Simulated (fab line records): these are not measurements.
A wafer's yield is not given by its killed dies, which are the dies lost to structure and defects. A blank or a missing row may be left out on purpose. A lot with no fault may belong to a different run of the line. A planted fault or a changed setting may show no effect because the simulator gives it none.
Code-filled problem report in 8D (eight disciplines) form :: flow rit_cmos :: the parts of the form that need people (team, actions taken, sign-off) are left out

1. WHAT WENT WRONG
Wafers without a fault read 250.02 with a standard deviation of 0.23, while exposure_dose_mJ_cm2 at RIT_M1_EXPOSE_06 averages 247.93 across 3 wafers of 1 lot. Relative to the usual mean, that is a shift of -9.1 standard deviations.
The step: exposes mask M12, target cd 2600 nm.
Seen first at day 7 16:20 on iline_stepper-02, wafer L866.3. The record holds 15 wafers of 5 lots with a number at this step. Rule for "out", or "out of limits": more than 4 standard deviations from the usual mean. Any other wafer with a number is counted as sound.

2. WHAT IT IS, WHAT IT ISN'T
question: which readings at this step
is: exposure_dose_mJ_cm2
is not: -

question: which lots
is: L866
is not: L856, L858, L859, L869

question: which wafers of those lots
is: all that have a number
is not: -

question: read on which tools
is: iline_stepper-02
is not: iline_stepper-01

question: when
is: from day 7 16:20
is not: up to then (9 sound wafers); but 3 sound wafers of L869 came after

3. SUSPECTS, AND WHAT RULES EACH OUT
Counting: a tool stays on the suspect list if, at a process step up to the reading, it processed all lots that are out and no sound lot following the first of them.
- rie_diel-01 at RIT_CONTACT_ETCH_11 (etches SiO2 in CHF3/CF4/Ar, stops on TiSi2, target depth 480 nm, time 320 s): kept. It ran the lot that is out, L866 (day 7 14:32), and no sound lot after that.
- plasma_asher-04 at RIT_CONTACT_STRIP_12 (strips in O2, time 180 s): kept. It ran the lot that is out, L866 (day 7 14:47), and no sound lot after that.
- pvd_sputter-03 at RIT_M1_SPUTTER_00 (material Al, target thk 400 nm, time 522.8 s): ruled out as a lasting fault. The sound lots L869 went through it after L866, its earliest lot that is out (day 7 15:23).
- iline_stepper-02 at RIT_M1_EXPOSE_06 (exposes mask M12, target cd 2600 nm): kept. It ran the lot that is out, L866 (day 7 16:20), and no sound lot after that; its last sound lot up to then is L858 (day 5 21:47). On those wafers its own readings are out: exposure_dose_mJ_cm2.
Still standing after the count: rie_diel-01 at RIT_CONTACT_ETCH_11, plasma_asher-04 at RIT_CONTACT_STRIP_12, iline_stepper-02 at RIT_M1_EXPOSE_06.

4. THE CAUSE (what the simulator had put in)
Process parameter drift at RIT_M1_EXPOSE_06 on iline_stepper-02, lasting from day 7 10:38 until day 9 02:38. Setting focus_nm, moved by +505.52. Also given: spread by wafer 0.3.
This tool is one of the 3 suspects left after counting.

5. SEQUENCE OF EFFECTS, ordered by route
Each row: a reading where the mean over the struck wafers with a number is more than 3 standard deviations away from the usual. Only readings for which the record gives a usual standard deviation are gone through. hours: the time from each lot's start at the first step in this table that gives one to its start at this step, as a median over the lots. sigmas: the change in usual standard deviations.
hours: 0
step: RIT_M1_EXPOSE_06
reading: exposure_dose_mJ_cm2
usual: 250.02
on struck wafers: 247.93
change: -2.09
sigmas: -9.1
The process steps in it:
- RIT_M1_EXPOSE_06: exposes mask M12, target cd 2600 nm.

6. WHAT WOULD HAVE CAUGHT IT SOONER
In this record no reading fell out of limits until day 7 16:20, 6 hours after the fault had begun at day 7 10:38.
